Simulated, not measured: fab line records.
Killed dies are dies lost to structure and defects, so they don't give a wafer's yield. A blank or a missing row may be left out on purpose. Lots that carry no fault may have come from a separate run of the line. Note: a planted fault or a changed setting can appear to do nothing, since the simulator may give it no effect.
The tool behind it: which one? :: flow berkeley_cmos170 :: Sampling: 14 lots, 42 wafers, 4 of 331 route steps

WHAT THE GAUGES READ, wafer by wafer
UCB170_V1_THK_MEAS_01.
lot: L659
measured: day 7 13:19
on: film_metro-04
V1_TEOS_THK (nm): 1991 2052 2007

lot: L660
measured: day 7 13:19
on: film_metro-01
V1_TEOS_THK (nm): 1954 1958 2033

lot: L662
measured: day 7 21:55
on: film_metro-02
V1_TEOS_THK (nm): 1950 1975 1965

lot: L663
measured: day 8 19:21
on: film_metro-02
V1_TEOS_THK (nm): 1983 2017 2002

lot: L665
measured: day 9 01:19
on: film_metro-04
V1_TEOS_THK (nm): 1979 2013 2041

lot: L667
measured: day 9 07:18
on: film_metro-04
V1_TEOS_THK (nm): 2010 2011 2028

lot: L669
measured: day 9 07:22
on: film_metro-04
V1_TEOS_THK (nm): 1963 1947 2013

lot: L670
measured: day 9 21:02
on: film_metro-04
V1_TEOS_THK (nm): 1994 2019 1983

lot: L668
measured: day 9 21:02
on: film_metro-01
V1_TEOS_THK (nm): 1979 1996 2009

lot: L671
measured: day 10 00:34
on: film_metro-04
V1_TEOS_THK (nm): 1957 1983 2043

lot: L674
measured: day 11 03:16
on: film_metro-01
V1_TEOS_THK (nm): 2010 1930 1996

lot: L679
measured: day 11 18:54
on: film_metro-04
V1_TEOS_THK (nm): 1978 2005 2026

lot: L681
measured: day 12 01:50
on: film_metro-02
V1_TEOS_THK (nm): 1974 1975 1991

lot: L680
measured: day 12 01:49
on: film_metro-01
V1_TEOS_THK (nm): 1970 1973 1961

UCB170_V1_THK_MEAS_04.
lot: L659
measured: day 7 13:48
on: film_metro-01
V1_POLISHED_THK (nm): 1001.7 999.9 999.4

lot: L660
measured: day 7 13:48
on: film_metro-04
V1_POLISHED_THK (nm): 999.2 1001.3 1001.0

lot: L662
measured: day 7 22:23
on: film_metro-01
V1_POLISHED_THK (nm): 998.1 1001.4 1002.1

lot: L663
measured: day 8 19:50
on: film_metro-04
V1_POLISHED_THK (nm): 1000.2 1000.4 1000.2

lot: L665
measured: day 9 01:48
on: film_metro-02
V1_POLISHED_THK (nm): 997.4 997.8 1000.0

lot: L667
measured: day 9 07:47
on: film_metro-04
V1_POLISHED_THK (nm): 1000.4 1000.6 998.2

lot: L669
measured: day 9 08:05
on: film_metro-01
V1_POLISHED_THK (nm): 999.4 998.9 1000.8

lot: L670
measured: day 9 21:31
on: film_metro-02
V1_POLISHED_THK (nm): 999.7 1000.5 998.1

lot: L668
measured: day 9 21:31
on: film_metro-04
V1_POLISHED_THK (nm): 999.1 999.9 1000.2

lot: L671
measured: day 10 01:02
on: film_metro-01
V1_POLISHED_THK (nm): 1000.5 999.4 997.0

lot: L674
measured: day 11 03:44
on: film_metro-02
V1_POLISHED_THK (nm): 1001.4 1002.2 1002.3

lot: L679
measured: day 11 19:37
on: film_metro-04
V1_POLISHED_THK (nm): 998.1 999.1 1000.4

lot: L681
measured: day 12 02:35
on: film_metro-04
V1_POLISHED_THK (nm): 1000.8 1000.7 999.5

lot: L680
measured: day 12 02:17
on: film_metro-04
V1_POLISHED_THK (nm): 999.8 1001.6 1001.1

WHAT TOOL EACH LOT RAN ON (gives the tool, then ch and the chambers of the sampled wafers, and finally the start)
lot: L659
UCB170_BACKSIDE_STRIP_03: plasma_asher-03 ch 0,1, day 6 21:57
UCB170_M1_ETCH_11: rie_diel-01 ch 1,2, day 7 07:00

lot: L660
UCB170_BACKSIDE_STRIP_03: plasma_asher-02 ch 0, day 6 22:59
UCB170_M1_ETCH_11: rie_diel-03 ch 0,3, day 7 07:09

lot: L662
UCB170_BACKSIDE_STRIP_03: plasma_asher-03 ch 0,1, day 7 07:42
UCB170_M1_ETCH_11: rie_diel-03 ch 1,3, day 7 16:40

lot: L663
UCB170_BACKSIDE_STRIP_03: plasma_asher-02 ch 0,1, day 8 02:47
UCB170_M1_ETCH_11: rie_diel-04 ch 0,3, day 8 14:35

lot: L665
UCB170_BACKSIDE_STRIP_03: plasma_asher-02 ch 0,1, day 8 11:35
UCB170_M1_ETCH_11: rie_diel-03 ch 1,2,3, day 8 21:02

lot: L667
UCB170_BACKSIDE_STRIP_03: plasma_asher-03 ch 0,1, day 8 15:41
UCB170_M1_ETCH_11: rie_diel-04 ch 0,2, day 9 00:48

lot: L669
UCB170_BACKSIDE_STRIP_03: plasma_asher-02 ch 0,1, day 8 15:54
UCB170_M1_ETCH_11: rie_diel-03 ch 1,2, day 9 01:22

lot: L670
UCB170_BACKSIDE_STRIP_03: plasma_asher-04 ch 0,1, day 9 06:49
UCB170_M1_ETCH_11: rie_diel-03 ch 1,2,3, day 9 15:53

lot: L668
UCB170_BACKSIDE_STRIP_03: plasma_asher-03 ch 0,1, day 9 07:01
UCB170_M1_ETCH_11: rie_diel-01 ch 0,1,3, day 9 16:08

lot: L671
UCB170_BACKSIDE_STRIP_03: plasma_asher-04 ch 0,1, day 9 13:26
UCB170_M1_ETCH_11: rie_diel-03 ch 0,2,3, day 9 21:30

lot: L674
UCB170_BACKSIDE_STRIP_03: plasma_asher-03 ch 0,1, day 10 11:08
UCB170_M1_ETCH_11: rie_diel-03 ch 1,2, day 10 21:36

lot: L679
UCB170_BACKSIDE_STRIP_03: plasma_asher-04 ch 0,1, day 11 04:56
UCB170_M1_ETCH_11: rie_diel-01 ch 0,1,2, day 11 15:05

lot: L681
UCB170_BACKSIDE_STRIP_03: plasma_asher-04 ch 0,1, day 11 12:56
UCB170_M1_ETCH_11: rie_diel-01 ch 0,1,2, day 11 22:19

lot: L680
UCB170_BACKSIDE_STRIP_03: plasma_asher-04 ch 0,1, day 11 13:28
UCB170_M1_ETCH_11: rie_diel-04 ch 0,1,2, day 11 21:35
- UCB170_BACKSIDE_STRIP_03: strips in O2.
- UCB170_M1_ETCH_11: etches BARC in N2/H2.

AS READ BY THE TOOLS THEMSELVES (means over the sampled wafers that have a number; for cases with no such wafer, the mark the record gives instead)
UCB170_BACKSIDE_STRIP_03.
lot: L659
tool: plasma_asher-03
drypump_motor_current_A (A): 6.2
oes_product_au (a.u.): 0.736
strip_time_to_endpoint_s (s): 21.86

lot: L660
tool: plasma_asher-02
drypump_motor_current_A (A): 6.4
oes_product_au (a.u.): 0.733
strip_time_to_endpoint_s (s): 21.99

lot: L662
tool: plasma_asher-03
drypump_motor_current_A (A): 6.2
oes_product_au (a.u.): 0.734
strip_time_to_endpoint_s (s): 22.04

lot: L663
tool: plasma_asher-02
drypump_motor_current_A (A): 5.8
oes_product_au (a.u.): 0.735
strip_time_to_endpoint_s (s): 22.04

lot: L665
tool: plasma_asher-02
drypump_motor_current_A (A): 5.9
oes_product_au (a.u.): 0.735
strip_time_to_endpoint_s (s): 21.99

lot: L667
tool: plasma_asher-03
drypump_motor_current_A (A): 6.2
oes_product_au (a.u.): 0.732
strip_time_to_endpoint_s (s): 21.94

lot: L669
tool: plasma_asher-02
drypump_motor_current_A (A): 5.3
oes_product_au (a.u.): 0.737
strip_time_to_endpoint_s (s): 21.89

lot: L670
tool: plasma_asher-04
drypump_motor_current_A (A): 5.3
oes_product_au (a.u.): 0.734
strip_time_to_endpoint_s (s): 21.95

lot: L668
tool: plasma_asher-03
drypump_motor_current_A (A): 6.2
oes_product_au (a.u.): 0.736
strip_time_to_endpoint_s (s): 22.04

lot: L671
tool: plasma_asher-04
drypump_motor_current_A (A): 5.2
oes_product_au (a.u.): 0.734
strip_time_to_endpoint_s (s): 22.02

lot: L674
tool: plasma_asher-03
drypump_motor_current_A (A): 6.2
oes_product_au (a.u.): 0.733
strip_time_to_endpoint_s (s): 21.88

lot: L679
tool: plasma_asher-04
drypump_motor_current_A (A): 5.3
oes_product_au (a.u.): 0.731
strip_time_to_endpoint_s (s): 21.96

lot: L681
tool: plasma_asher-04
drypump_motor_current_A (A): 5.3
oes_product_au (a.u.): 0.734
strip_time_to_endpoint_s (s): 21.96

lot: L680
tool: plasma_asher-04
drypump_motor_current_A (A): 5.3
oes_product_au (a.u.): 0.734
strip_time_to_endpoint_s (s): 21.87

UCB170_M1_ETCH_11.
lot: L659
tool: rie_diel-01
bias_w (W): 100.05
drypump_motor_current_A (A): 5.8
oes_product_au (a.u.): 1.017
throttle_valve_pct (%): 13.32

lot: L660
tool: rie_diel-03
bias_w (W): 99.94
drypump_motor_current_A (A): 6.3
oes_product_au (a.u.): 1.001
throttle_valve_pct (%): 13.13

lot: L662
tool: rie_diel-03
bias_w (W): 100.27
drypump_motor_current_A (A): 6.0
oes_product_au (a.u.): 1.016
throttle_valve_pct (%): 13.12

lot: L663
tool: rie_diel-04
bias_w (W): 100.04
drypump_motor_current_A (A): 6.3
oes_product_au (a.u.): 0.985
throttle_valve_pct (%): 13.34

lot: L665
tool: rie_diel-03
bias_w (W): 99.91
drypump_motor_current_A (A): 5.7
oes_product_au (a.u.): 1.005
throttle_valve_pct (%): 13.21

lot: L667
tool: rie_diel-04
bias_w (W): 100.34
drypump_motor_current_A (A): 5.8
oes_product_au (a.u.): 1.004
throttle_valve_pct (%): 13.32

lot: L669
tool: rie_diel-03
bias_w (W): 99.87
drypump_motor_current_A (A): 5.2
oes_product_au (a.u.): 1.032
throttle_valve_pct (%): 13.37

lot: L670
tool: rie_diel-03
bias_w (W): 100.02
drypump_motor_current_A (A): 5.7
oes_product_au (a.u.): 1.000
throttle_valve_pct (%): 13.21

lot: L668
tool: rie_diel-01
bias_w (W): 100.19
drypump_motor_current_A (A): 5.4
oes_product_au (a.u.): 1.019
throttle_valve_pct (%): 13.20

lot: L671
tool: rie_diel-03
bias_w (W): 90.97
drypump_motor_current_A (A): 5.8
oes_product_au (a.u.): 0.976
throttle_valve_pct (%): 13.28

lot: L674
tool: rie_diel-03
bias_w (W): 91.15
drypump_motor_current_A (A): 5.5
oes_product_au (a.u.): 0.991
throttle_valve_pct (%): 13.27

lot: L679
tool: rie_diel-01
bias_w (W): 100.17
drypump_motor_current_A (A): 5.6
oes_product_au (a.u.): 1.018
throttle_valve_pct (%): 13.24

lot: L681
tool: rie_diel-01
bias_w (W): 99.86
drypump_motor_current_A (A): 5.6
oes_product_au (a.u.): 1.025
throttle_valve_pct (%): 13.26

lot: L680
tool: rie_diel-04
bias_w (W): 99.98
drypump_motor_current_A (A): 5.9
oes_product_au (a.u.): 1.007
throttle_valve_pct (%): 13.28

THE ANSWER, worked out from the rows above alone
Rule: usual is defined by the lots themselves. Put in order of their means at a reading, lots are off if they are a third of the lots or fewer, leave a main group of 4 or more, and stand apart from it by a gap of 3 or more times the standard deviation of the main group's means; of several such gaps the widest counts. Not used: any main group whose means are identical at the precision the tables above print for the reading. Also off: a lot with no number at a reading for which 4 or more lots have one. Any other lot the step has rows for is counted as sound. First the gauges in route order, then the tools' own readings, where a lot's mean is used as printed above. The first step at which some lot is off is used, and at that step the reading that is off furthest; a lot without a number counts as furthest.
Off: L671, L674 (UCB170_M1_ETCH_11, bias_w). Mean 100.05 W and standard deviation 0.15 in the main group.
A tool fits if, at that step or a process step before it, it ran every lot that is off, and no sound lot after the first of them. One candidate fits, namely rie_diel-03 at UCB170_M1_ETCH_11. A fault onset in the window from L670 (day 9 15:53, its last sound lot) to L671 (day 9 21:30, its first lot off) fits.
On the lots that are off, the tool's own readings at UCB170_M1_ETCH_11 differ by more than 5 times the standard deviation of the sound lots' means, which bears it out; bias_w reads 91.06 W there versus 100.05 W on the sound lots.

WHAT HAD BEEN PUT IN BY THE SIMULATOR
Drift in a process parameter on rie_diel-03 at UCB170_M1_ETCH_11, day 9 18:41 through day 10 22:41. Setting bias_w, moved by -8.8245, from 100. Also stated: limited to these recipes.
Struck lots among those shown: L671, L674. The rule above found the same.
